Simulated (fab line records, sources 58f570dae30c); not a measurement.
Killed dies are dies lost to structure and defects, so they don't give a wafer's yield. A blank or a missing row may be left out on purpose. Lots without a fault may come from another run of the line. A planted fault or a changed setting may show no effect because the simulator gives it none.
Problem report in the 8D (eight disciplines) form, filled by code | flow berkeley_cmos170 | the parts of the form that need people (team, actions taken, sign-off) are left out

1. THE PROBLEM
PWELL_NITRIDE_THK at UCB170_PWELL_THK_MEAS_06 reads a mean of 304.6 nm on 9 wafers of 3 lots; wafers without a fault read 219.7 nm with a standard deviation of 2.4. That is +35 standard deviations from the usual mean.
First seen on wafer L536.1, day 4 20:11, on film_metro-04. The record holds 39 wafers of 13 lots with a number at this step. Rule for "out", or "out of limits": more than 4 standard deviations from the usual mean. The other wafers with a number count as sound.

2. WHAT IT IS AND WHAT IT IS NOT
question                    | is                           | is not
which readings at this step | PWELL_NITRIDE_THK            | -
which lots                  | L535, L536, L537             | L527, L528, L529, L530, L541, L542, L543, L548, L549, L550
which wafers of those lots  | all that have a number       | -
read on which gauges        | film_metro-01, film_metro-04 | film_metro-02
when                        | from day 4 20:11             | up to then (12 sound wafers); but 18 sound wafers of L541, L542, L543, L548, L549, L550 came after

3. SUSPECTS, AND WHAT RULES EACH OUT
Counting: a tool at a process step up to the reading stays a suspect if it ran every lot that is out and no sound lot after the first of them.
- the gauge at UCB170_PWELL_THK_MEAS_06: ruled out. The wafers that are out were read on 2 gauges (film_metro-01, film_metro-04).
- lpcvd-02 at UCB170_PWELL_CVD_05 (deposits Si3N4 from SiH2Cl2/NH3, target thk 220 nm, time 3300 s): kept. It ran every lot that is out, first L535 (day 4 17:18), and no sound lot after that; its last sound lot up to then is L527 (day 3 00:35). Its own readings are out on those wafers: spike_tc_centre_C, spike_tc_load_C, spike_tc_source_C, susceptor_temp_C.
Left after counting: lpcvd-02 at UCB170_PWELL_CVD_05.

4. THE CAUSE (what the simulator had put in)
Process parameter drift: lpcvd-02, from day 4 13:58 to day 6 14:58, at UCB170_PWELL_CVD_05. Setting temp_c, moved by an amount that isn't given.
Counting left only this tool.

5. THE CHAIN OF EFFECTS, in route order
Each row: a reading whose mean over the struck wafers that have a number lies more than 3 standard deviations from the usual. Only readings for which the record gives a usual standard deviation are gone through. hours: the time from each lot's start at the first step in this table that gives one to its start at this step, as a median over the lots. sigmas: the change in usual standard deviations.
hours | step                     | reading           | usual      | on struck wafers | change | sigmas
0     | UCB170_PWELL_CVD_05      | spike_tc_centre_C | 802.5 C    | 820.9            | +18.4  | +14
0     | UCB170_PWELL_CVD_05      | spike_tc_load_C   | 824.9 C    | 842.7            | +17.8  | +11
0     | UCB170_PWELL_CVD_05      | spike_tc_source_C | 822.6 C    | 841.4            | +18.8  | +9.0
0     | UCB170_PWELL_CVD_05      | susceptor_temp_C  | 800.0 C    | 818.3            | +18.3  | +49
3     | UCB170_PWELL_THK_MEAS_06 | PWELL_NITRIDE_THK | 219.7 nm   | 304.6            | +84.9  | +35
7     | UCB170_PWELL_ETCH_14     | oes_product_au    | 0.939 a.u. | 0.994            | +0.055 | +4.0
The process steps in it:
- UCB170_PWELL_CVD_05: deposits Si3N4 from SiH2Cl2/NH3, target thk 220 nm, time 3300 s.
- UCB170_PWELL_ETCH_14: etches Si3N4 in CH3F/Ar/O2, stops on SiO2, target depth 242 nm, time 151 s.

6. WHAT WOULD HAVE CAUGHT IT SOONER
In this record the first reading out of limits at a measuring or inspecting step was taken at day 4 20:11, 6 hours after the fault began at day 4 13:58.
The tool's own readings at UCB170_PWELL_CVD_05 were out on every struck wafer that the step has a row for (spike_tc_centre_C, spike_tc_load_C, spike_tc_source_C, susceptor_temp_C): an alarm limit on them would have fired on the first of those.
Of the lots that are out (3), L537 began UCB170_PWELL_CVD_05 on lpcvd-02 after day 4 20:11. A hold on the tool at that time would have spared it.
